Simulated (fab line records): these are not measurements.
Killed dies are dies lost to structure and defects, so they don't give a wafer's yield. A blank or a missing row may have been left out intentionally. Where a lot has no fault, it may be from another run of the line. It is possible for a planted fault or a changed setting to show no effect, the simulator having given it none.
One fault through the eyes of 2 desks -- flow berkeleyCmos170 -- only its own numbers are on each desk; what lay behind them is given at the end

## TOOL OWNER'S DESK, implanter-04
The tool's own readings at UCB170_NSD_IMPLANT_08: means of the sampled wafers that have a number, for each lot that ran on this tool. If a lot's mean is further than 4 standard deviations from the usual mean, the lot is out of limits and carries the mark OUT (the distance appears in the brackets).
Columns: A = beamEnergyKeV at UCB170_NSD_IMPLANT_08, usual 40.000; B = doseIonsCm2 at UCB170_NSD_IMPLANT_08, usual 3e+15; C = endStationPressureTorr at UCB170_NSD_IMPLANT_08, usual 1.26e-05 Torr; D = faradayCurrentUA at UCB170_NSD_IMPLANT_08, usual 9253
lot,first seen here,A,B,C,D
L552,day 7 15:04,40.008,3e+15,1.22e-05,9194
L557,day 8 19:32,40.001,3e+15,1.29e-05,9448
L559,day 9 05:41,39.998,3e+15,1.23e-05,9054
L561,day 9 13:04,40.004,3e+15,1.25e-05,9279
L565,day 10 13:54,39.996,2e+15 (-99 or more) OUT,9.77e-06 (-4.6) OUT,6598 (-15) OUT
L569,day 11 05:31,39.990,2e+15 (-99 or more) OUT,1.02e-05,6653 (-14) OUT
This desk finds L565, L569 out of limits, L565 being first, at day 10 13:54 (doseIonsCm2 at UCB170_NSD_IMPLANT_08). L552, L557, L559, L561: within limits.

## METROLOGY DESK
What the gauges read for every lot (on any tool): the sampled wafers with a number, averaged. If a lot's mean is further than 4 standard deviations from the usual mean, the lot is out of limits and carries the mark OUT (the distance appears in the brackets).
Columns: A = cdNm at UCB170_NSD_CD_MEAS_06, usual 1200.1 nm; B = NSD_OVL at UCB170_NSD_OVL_MEAS_07, usual -1 nm; C = NSD_TW at UCB170_NSD_TW_MEAS_10, usual 4168; D = NSD_RS at UCB170_SDANNEAL_RS_MEAS_03, usual 37.20 ohm/sq; E = PLDD_RS at UCB170_SDANNEAL_RS_MEAS_04, usual 1029.6 ohm/sq
lot,first seen here,A,B,C,D,E
L549,day 6 11:08,1200.1,-4,4192,37.07,1028.3
L550,day 7 04:10,1202.4,3,4246,37.21,1029.6
L553,day 7 14:25,1199.6,1,4218,37.31,1032.0
L551,day 7 14:40,1200.5,7,4130,37.25,1031.6
L552,day 7 14:54,1198.6,-4,4228,37.17,1031.6
L554,day 8 11:43,1199.5,2,4188,37.14,1026.9
L556,day 8 19:05,1200.4,-2,4197,37.22,1031.6
L557,day 8 19:22,1199.7,-1,4106,37.27,1032.2
L559,day 9 05:31,1200.9,-2,4138,37.21,1027.9
L561,day 9 12:54,1200.7,-3,4198,37.13,1026.9
L565,day 10 13:44,1196.0,-9,4000 (-4.9) OUT,44.78 (+97) OUT,-
L571,day 11 05:17,1201.2,3,4130,37.20,1025.7
L569,day 11 05:22,1201.3,1,3985 (-5.4) OUT,44.71 (+96) OUT,-
L570,day 11 05:37,1199.5,-10,4150,37.13,1031.9
Per this desk, out of limits: L565, L569; the first was L565, day 10 14:07 (NSD_TW at UCB170_NSD_TW_MEAS_10). L549, L550, L553, L551, L552, L554, L556, L557, L559, L561, L571, L570: within limits.

## PUT TOGETHER
An alarm could have come from the tool owner's desk at day 10 13:54, on L565, L569.
At day 10 14:07 the metrology desk could have sounded an alarm, on L565, L569.
On implanter-04, each named lot ran UCB170_NSD_IMPLANT_08.

## WHAT THE SIMULATOR HAD PUT IN
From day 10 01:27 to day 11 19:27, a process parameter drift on implanter-04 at UCB170_NSD_IMPLANT_08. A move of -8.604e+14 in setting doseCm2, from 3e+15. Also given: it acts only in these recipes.
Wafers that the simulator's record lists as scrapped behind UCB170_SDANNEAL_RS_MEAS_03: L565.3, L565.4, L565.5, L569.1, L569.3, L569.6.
Lots struck among those shown: L565, L569.
Delay (hours) between the fault's onset and each desk's first out-of-limits reading: 12 at the tool owner's desk, 13 at the metrology desk.
